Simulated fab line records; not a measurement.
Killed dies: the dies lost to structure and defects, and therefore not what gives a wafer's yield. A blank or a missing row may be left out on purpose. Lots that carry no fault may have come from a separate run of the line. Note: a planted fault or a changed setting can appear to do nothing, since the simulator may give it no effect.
Split-lot trial || flow ritCmos || 5 lots, 23 wafers read, on a route of 202 steps

## SPLIT DETAILS
At RIT_FOX1_OXIDATION_00 (target thk 350.7 nm, ox time 1130 s), the setting tempC was moved away from the recipe's 1100 C on 15 of the 23 wafers read, by -2.5% to +2.3%. All remaining wafers had this setting at the recipe value.

The file shows no step between the split and the reading.

## THE READING
FOX1_OXIDE_THK (nm), taken at RIT_FOX1_THK_MEAS_01. Fault-free wafers of this fab line usually give 354 nm, standard deviation 6.3 nm.

{"wafer": "L075.2", "tool, chamber at the split": "furnace-04, 0", "tempC as run, C": 1100, "against the recipe": "recipe", "FOX1_OXIDE_THK, nm": 343, "against lot-mates on the recipe": "-"}
{"wafer": "L075.3", "tool, chamber at the split": "furnace-04, 0", "tempC as run, C": 1100, "against the recipe": "recipe", "FOX1_OXIDE_THK, nm": 345, "against lot-mates on the recipe": "-"}
{"wafer": "L075.6", "tool, chamber at the split": "furnace-04, 0", "tempC as run, C": 1100, "against the recipe": "recipe", "FOX1_OXIDE_THK, nm": 347, "against lot-mates on the recipe": "-"}
{"wafer": "L078.2", "tool, chamber at the split": "-, -", "tempC as run, C": 1125, "against the recipe": "+2.3%", "FOX1_OXIDE_THK, nm": 398, "against lot-mates on the recipe": "no lot-mate on the recipe"}
{"wafer": "L078.3", "tool, chamber at the split": "-, -", "tempC as run, C": 1125, "against the recipe": "+2.3%", "FOX1_OXIDE_THK, nm": 394, "against lot-mates on the recipe": "no lot-mate on the recipe"}
{"wafer": "L078.4", "tool, chamber at the split": "-, -", "tempC as run, C": 1125, "against the recipe": "+2.3%", "FOX1_OXIDE_THK, nm": 396, "against lot-mates on the recipe": "no lot-mate on the recipe"}
{"wafer": "L078.5", "tool, chamber at the split": "-, -", "tempC as run, C": 1125, "against the recipe": "+2.3%", "FOX1_OXIDE_THK, nm": 394, "against lot-mates on the recipe": "no lot-mate on the recipe"}
{"wafer": "L078.6", "tool, chamber at the split": "-, -", "tempC as run, C": 1125, "against the recipe": "+2.3%", "FOX1_OXIDE_THK, nm": 399, "against lot-mates on the recipe": "no lot-mate on the recipe"}
{"wafer": "L079.1", "tool, chamber at the split": "-, -", "tempC as run, C": 1100, "against the recipe": "recipe", "FOX1_OXIDE_THK, nm": 358, "against lot-mates on the recipe": "-"}
{"wafer": "L079.2", "tool, chamber at the split": "-, -", "tempC as run, C": 1100, "against the recipe": "recipe", "FOX1_OXIDE_THK, nm": 352, "against lot-mates on the recipe": "-"}
{"wafer": "L079.3", "tool, chamber at the split": "-, -", "tempC as run, C": 1100, "against the recipe": "recipe", "FOX1_OXIDE_THK, nm": 356, "against lot-mates on the recipe": "-"}
{"wafer": "L079.5", "tool, chamber at the split": "-, -", "tempC as run, C": 1100, "against the recipe": "recipe", "FOX1_OXIDE_THK, nm": 361, "against lot-mates on the recipe": "-"}
{"wafer": "L079.6", "tool, chamber at the split": "-, -", "tempC as run, C": 1100, "against the recipe": "recipe", "FOX1_OXIDE_THK, nm": 356, "against lot-mates on the recipe": "-"}
{"wafer": "L081.2", "tool, chamber at the split": "-, -", "tempC as run, C": 1116, "against the recipe": "+1.5%", "FOX1_OXIDE_THK, nm": 367, "against lot-mates on the recipe": "no lot-mate on the recipe"}
{"wafer": "L081.3", "tool, chamber at the split": "-, -", "tempC as run, C": 1116, "against the recipe": "+1.5%", "FOX1_OXIDE_THK, nm": 365, "against lot-mates on the recipe": "no lot-mate on the recipe"}
{"wafer": "L081.4", "tool, chamber at the split": "-, -", "tempC as run, C": 1116, "against the recipe": "+1.5%", "FOX1_OXIDE_THK, nm": 370, "against lot-mates on the recipe": "no lot-mate on the recipe"}
{"wafer": "L081.5", "tool, chamber at the split": "-, -", "tempC as run, C": 1116, "against the recipe": "+1.5%", "FOX1_OXIDE_THK, nm": 371, "against lot-mates on the recipe": "no lot-mate on the recipe"}
{"wafer": "L081.6", "tool, chamber at the split": "-, -", "tempC as run, C": 1116, "against the recipe": "+1.5%", "FOX1_OXIDE_THK, nm": 367, "against lot-mates on the recipe": "no lot-mate on the recipe"}
{"wafer": "L082.2", "tool, chamber at the split": "-, -", "tempC as run, C": 1073, "against the recipe": "-2.5%", "FOX1_OXIDE_THK, nm": 313, "against lot-mates on the recipe": "no lot-mate on the recipe"}
{"wafer": "L082.3", "tool, chamber at the split": "-, -", "tempC as run, C": 1073, "against the recipe": "-2.5%", "FOX1_OXIDE_THK, nm": 311, "against lot-mates on the recipe": "no lot-mate on the recipe"}
{"wafer": "L082.4", "tool, chamber at the split": "-, -", "tempC as run, C": 1073, "against the recipe": "-2.5%", "FOX1_OXIDE_THK, nm": 312, "against lot-mates on the recipe": "no lot-mate on the recipe"}
{"wafer": "L082.5", "tool, chamber at the split": "-, -", "tempC as run, C": 1073, "against the recipe": "-2.5%", "FOX1_OXIDE_THK, nm": 310, "against lot-mates on the recipe": "no lot-mate on the recipe"}
{"wafer": "L082.6", "tool, chamber at the split": "-, -", "tempC as run, C": 1073, "against the recipe": "-2.5%", "FOX1_OXIDE_THK, nm": 315, "against lot-mates on the recipe": "no lot-mate on the recipe"}

FIT RESULTS
A straight line over all 23 wafers: FOX1_OXIDE_THK changes by +16.6 nm for each +1% of tempC; r = +0.98; the points scatter about the line by 6.6 nm.
Too few moved wafers with a lot-mate on the recipe to fit a line net of each lot's own level.

## THE WHOLE CHAIN: every reading that the file lists as answering this split, in the file's order
{"step": "RIT_FOX1_OXIDATION_00", "what it does": "target thk 350.7 nm, ox time 1130 s", "reading": "SiO2_of_FOX1_OXIDATION_00.thkNm (the simulator's own value, which no gauge read)", "change (the file's fit)": "+16.7 nm for each +1% of the setting", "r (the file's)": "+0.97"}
{"step": "RIT_FOX1_THK_MEAS_01", "what it does": "", "reading": "FOX1_OXIDE_THK", "change (the file's fit)": "+16.6 for each +1% of the setting", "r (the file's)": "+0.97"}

## FILE'S OWN FIT
FOX1_OXIDE_THK changes by +16.6 nm for each +1% of tempC, r = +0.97.
